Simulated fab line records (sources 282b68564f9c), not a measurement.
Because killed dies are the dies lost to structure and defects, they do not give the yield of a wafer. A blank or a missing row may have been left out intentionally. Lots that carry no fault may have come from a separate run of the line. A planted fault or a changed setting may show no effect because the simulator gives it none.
A struck lot beside a sound one / flow rit cmos / 44 out of 202 route steps
Sound: wafers L170.2, L170.3, L170.5. Struck: wafers L166.2, L166.3, L166.4. The cause is given at the end.
Order at every step that has rows: each side's tool, ch and its chambers, its first start. Under that, the readings that differ: sound wafers / struck wafers / difference of the means / sigmas: that difference in standard deviations of wafers without a fault.
alike: a reading whose means differ by less than 2 such deviations, as well as words and numbers matching on both sides. not compared: withheld readings; readings where some wafer has no value; bounds like >300 that might hide an equal value; numbers whose values overlap and for which the record gives no deviation.
A row with sigmas, a row that says differs or no value, or rows on one side alone: a step with any of these is where the two part. Non-overlapping numbers with no deviation appear without sigmas and do not part them. A reading missing from all wafers of one side parts the sides only when that side holds two or more wafers.

first, 3 steps without rows for these wafers: RIT_REOX_CLEAN_01 (cleans in dHF, time 30 s); RIT_REOX_CLEAN_02 (cleans in SC2, time 600 s); RIT_REOX_OXIDATION_03 (target thk 25.2 nm, ox time 5580 s).
RIT_REOX_THK_MEAS_04:
  sound on film metro-02 at day 6 20:07; struck on film metro-02 at day 5 23:54
  alike: REOX_OXIDE_THK
then, 6 steps without rows for these wafers: RIT_NLDD_HMDS_00 (prime time 60 s); RIT_NLDD_COAT_01 (resist thk 1000 nm); RIT_NLDD_SOFTBAKE_02 (time 60 s); RIT_NLDD_EXPOSE_03 (exposes mask M7, target cd 40700 nm); RIT_NLDD_PEB_04; RIT_NLDD_DEVELOP_05 (develop time 50 s).
RIT_NLDD_OVL_MEAS_06:
  sound on overlay-01 at day 6 21:01; struck on overlay-02 at day 6 01:05
  alike: NLDD_OVL
then, 1 step without rows for these wafers: RIT_NLDD_HARDBAKE_07 (time 60 s).
RIT_NLDD_IMPLANT_08:
  sound on implanter-04 ch 0, day 6 21:13; struck on implanter-01 ch 0, day 6 01:20
reading=tilt deg (degrees); sound=7.032 7.036 7.004; struck=-0.008 -0.011 0.006; difference=-7.028; sigmas=-99 or more
RIT_NLDD_STRIP_09: strips in O2, time 180 s.
  sound on plasma asher-02 ch 0,1, day 6 21:20; struck on plasma asher-02 ch 0,1, day 6 01:28
  alike: drypump motor current A
  not compared: rf hours counter h
RIT_NLDD_TW_MEAS_10:
  sound on film metro-03 at day 6 21:32; struck on film metro-03 at day 6 01:39
reading=NLDD_TW; sound=2496 2478 2493; struck=2269 2268 2262; difference=-223; sigmas=-13
then, 6 steps without rows for these wafers: RIT_PLDD_HMDS_00 (prime time 60 s); RIT_PLDD_COAT_01 (resist thk 1000 nm); RIT_PLDD_SOFTBAKE_02 (time 60 s); RIT_PLDD_EXPOSE_03 (exposes mask M8, target cd 40900 nm); RIT_PLDD_PEB_04; RIT_PLDD_DEVELOP_05 (develop time 50 s).
RIT_PLDD_OVL_MEAS_06:
  sound on overlay-01 at day 6 22:38; struck on overlay-01 at day 6 02:33
  alike: PLDD_OVL
then, 2 steps without rows for these wafers: RIT_PLDD_HARDBAKE_07 (time 60 s); RIT_PLDD_IMPLANT_08.
RIT_PLDD_STRIP_09: strips in O2, time 180 s.
  sound on plasma asher-02 ch 0,1, day 6 23:07; struck on plasma asher-02 ch 0,1, day 6 02:53
  alike: drypump motor current A
  not compared: rf hours counter h
RIT_PLDD_TW_MEAS_10:
  sound on film metro-03 at day 6 23:18; struck on film metro-03 at day 6 03:04
  alike: PLDD_TW
then, 4 steps without rows for these wafers: RIT_SPACER_CLEAN_00 (cleans in SC1, time 600 s); RIT_SPACER_CLEAN_01 (cleans in dHF, time 30 s); RIT_SPACER_CLEAN_02 (cleans in SC2, time 600 s); RIT_SPACER_CVD_03 (deposits Si3N4 from SiH2Cl2/NH3, target thk 250 nm, time 3300 s).
RIT_SPACER_THK_MEAS_04:
  sound on film metro-04 at day 7 01:40; struck on film metro-02 at day 6 05:26
  alike: SPACER_NITRIDE_THK
RIT_SPACER_ETCHBACK_05: etches Si3N4 in SF6/CHF3, stops on SiO2, target depth 250 nm, time 240 s.
  sound on rie diel-02 ch 0,3, day 7 01:43; struck on rie diel-04 ch 1,2,3, day 6 05:29
  alike: drypump motor current A, oes product au, throttle valve pct
  not compared: rf hours counter h
then, 6 steps without rows for these wafers: RIT_NSD_HMDS_00 (prime time 60 s); RIT_NSD_COAT_01 (resist thk 1000 nm); RIT_NSD_SOFTBAKE_02 (time 60 s); RIT_NSD_EXPOSE_03 (exposes mask M9, target cd 40700 nm); RIT_NSD_PEB_04; RIT_NSD_DEVELOP_05 (develop time 50 s).
RIT_NSD_OVL_MEAS_06:
  sound on overlay-01 at day 7 08:41; struck on overlay-02 at day 6 06:30
  alike: NSD_OVL
then, 2 steps without rows for these wafers: RIT_NSD_HARDBAKE_07 (time 60 s); RIT_NSD_IMPLANT_08.
RIT_NSD_STRIP_09: strips in O2, time 180 s.
  sound on plasma asher-03 ch 0,1, day 7 09:01; struck on plasma asher-03 ch 0,1, day 6 06:50
  alike: drypump motor current A
  not compared: rf hours counter h
RIT_SDANNEAL_RS_MEAS_07: uses a four-point probe to measure.
  sound on film metro-01 at day 7 11:43; struck on film metro-01 at day 6 09:26
reading=NLDD_RS (ohm/sq); sound=151.1 151.4 151.7; struck=142.3 142.1 142.1; difference=-9.2; sigmas=-16
RIT_M1_PROBE_99:
  sound on prober-01 at day 7 19:08; struck on prober-01 at day 6 16:29
  alike: killed_at_M0_to_M3, killed at contacts, killed at front end, killed dies, killed open, killed short

## WHERE THEY PART
First at RIT_NLDD_IMPLANT_08; last, within this record, at RIT_SDANNEAL_RS_MEAS_07. Later steps at which nothing parts them and some readings are alike: RIT_M1_PROBE_99.

WHY: the cause the simulator had injected
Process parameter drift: implanter-01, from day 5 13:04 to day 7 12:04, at RIT_NLDD_IMPLANT_08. A move of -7 in setting tilt deg, from 7. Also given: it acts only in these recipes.
